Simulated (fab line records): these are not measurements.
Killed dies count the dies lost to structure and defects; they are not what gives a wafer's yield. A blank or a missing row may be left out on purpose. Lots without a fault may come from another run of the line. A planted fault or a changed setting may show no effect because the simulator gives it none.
A struck lot beside a sound one -- flow berkeley cmos170 -- 27 out of 331 route steps
Sound: wafers L870.1, L870.4, L870.6. The struck wafers were L873.4, L873.5, L873.6. The cause is given at the end.
Order at every step that has rows: each side's tool, ch and its chambers, its first start. Under that, the readings that differ: sound wafers -- struck wafers -- difference of the means -- sigmas: that difference in standard deviations of wafers without a fault.
alike: same words and numbers on both sides, and readings whose means sit less than 2 such deviations apart. not compared: any withheld reading, any reading some wafer has no value for, any bound like >300 that may hide the same value, and any number with overlapping values for which the record gives no deviation.
A row with sigmas, a row that says differs or no value, or rows on one side alone: a step with any of these is where the two part. When numbers do not overlap yet have no deviation, they are printed without sigmas and do not part them. A reading missing from all wafers of one side parts the sides only when that side holds two or more wafers.

first, 1 step without rows for these wafers: UCB170_SILICIDE_PRE_CLEAN_00 (preclean etch time 60 s).
UCB170_SILICIDE_SPUTTER_01: material Ti, target thk 30 nm, time 23.88 s.
  sound on pvd sputter-02 at day 7 07:23; struck on pvd sputter-03 at day 7 18:01
  alike: throttle valve pct
UCB170_SILICIDE_RS_MEAS_02: a four-point-probe measurement.
  sound on film metro-02 at day 7 07:25; struck on film metro-01 at day 7 18:07
reading,sound,struck,difference,sigmas
SILICIDE_TI_RS (ohm/sq),28.13 27.98 28.26,26.68 26.80 26.82,-1.36,-5
UCB170_SILICIDE_THK_MEAS_03: measures by xrf.
  sound on film metro-02 at day 7 07:32; struck on film metro-01 at day 7 18:13
reading,sound,struck,difference,sigmas
SILICIDE_TI_THK (nm),28.37 28.65 28.41,29.95 29.50 29.68,+1.23,+4
UCB170_SILICIDE_RTA_04: time 15 s.
  sound on rtp anneal-01 ch 0, day 7 07:36; struck on rtp anneal-01 ch 0, day 7 18:16
  alike: lamp power pct, wafer_temp_C_max
then, 3 steps without rows for these wafers: UCB170_SILICIDE_WET_ETCH_05 (etches Ti in SPM, time 45 s); UCB170_CONTACT_CLEAN_00 (cleans in SPM, time 600 s); UCB170_CONTACT_CVD_01 (deposits PSG from SiH4/O2/PH3, target thk 700 nm, time 2820 s).
UCB170_CONTACT_THK_MEAS_02:
  sound on film metro-01 at day 7 10:15; struck on film metro-03 at day 7 20:19
  alike: CONTACT_PSG_THK
then, 3 steps without rows for these wafers: UCB170_CONTACT_HMDS_03 (prime time 60 s); UCB170_CONTACT_COAT_04 (resist thk 900 nm); UCB170_CONTACT_SOFTBAKE_05 (time 60 s).
UCB170_CONTACT_STRIP_06: strips in O2.
  sound on plasma asher-02 ch 0, day 7 10:46; struck on plasma asher-02 ch 0,1, day 7 20:50
  no value came back on the struck wafers for chamber pressure mTorr (mTorr), drypump motor current A (A), oes product au (a.u.), strip time to endpoint s (s); on the sound wafers chamber pressure mTorr (mTorr) reads 3492 3497 3500
reading,sound,struck,difference,sigmas
model.KrF_of_CONTACT_COAT_04.thk nm (nm),0 0 0,898.6 901.5 897.8,+899.3,
  not compared: rf hours counter h
then, 1 step without rows for these wafers: UCB170_CONTACT_CLEAN_07 (cleans in SPM, time 600 s).
UCB170_CONTACT_RTA_08: time 10 s.
  sound on rtp anneal-02 ch 0, day 7 11:02; struck on rtp anneal-02 ch 0, day 7 21:07
  alike: lamp power pct, wafer_temp_C_max
then, 6 steps without rows for these wafers: UCB170_CONTACT_COAT_09; UCB170_CONTACT_COAT_10 (resist thk 900 nm); UCB170_CONTACT_SOFTBAKE_11 (time 60 s); UCB170_CONTACT_EXPOSE_12 (exposes mask CONT, target cd 700 nm); UCB170_CONTACT_PEB_13; UCB170_CONTACT_DEVELOP_14 (develop time 45 s).
UCB170_CONTACT_CD_MEAS_15 targets a cd of 700 nm.
  sound on cd sem-02 at day 7 12:20; struck on cd sem-01 at day 7 22:23
  alike: cd nm
UCB170_CONTACT_OVL_MEAS_16:
  sound on overlay-01 at day 7 12:28; struck on overlay-01 at day 7 22:27
  alike: CONTACT_OVL
UCB170_CONTACT_ETCH_17: etches BARC in N2/H2.
  sound on rie diel-04 ch 0,2,3, day 7 12:29; struck on rie diel-04 ch 0,2,3, day 7 22:28
  alike: drypump motor current A, oes product au, throttle valve pct
UCB170_CONTACT_ETCH_18: etches PSG in CHF3/CF4/Ar, stops on TiSi2, target depth 840 nm, time 195 s.
  sound: rie diel-04 ch 0,2,3; struck: rie diel-04 ch 0,2,3
  alike: drypump motor current A, oes product au, throttle valve pct
  not compared: rf hours counter h
UCB170_CONTACT_STRIP_19: strips in O2.
  sound on plasma asher-03 ch 0,1, day 7 12:40; struck on plasma asher-03 ch 0,1, day 7 22:40
reading,sound,struck,difference,sigmas
oes product au (a.u.),0.722 0.724 0.723,0.742 0.737 0.732,+0.014,+3
  alike: chamber pressure mTorr, drypump motor current A
  not compared: rf hours counter h
UCB170_CONTACT_CD_MEAS_90 targets a cd of 700 nm.
  sound on cd sem-02 at day 7 12:46; struck on cd sem-01 at day 7 22:59
  alike: cd nm

WHERE THEY PART
At UCB170_SILICIDE_RS_MEAS_02 first; at UCB170_CONTACT_STRIP_19 last (within this record only). Later steps at which nothing parts them and some readings are alike: UCB170_CONTACT_CD_MEAS_90.

WHY: the cause the simulator had injected
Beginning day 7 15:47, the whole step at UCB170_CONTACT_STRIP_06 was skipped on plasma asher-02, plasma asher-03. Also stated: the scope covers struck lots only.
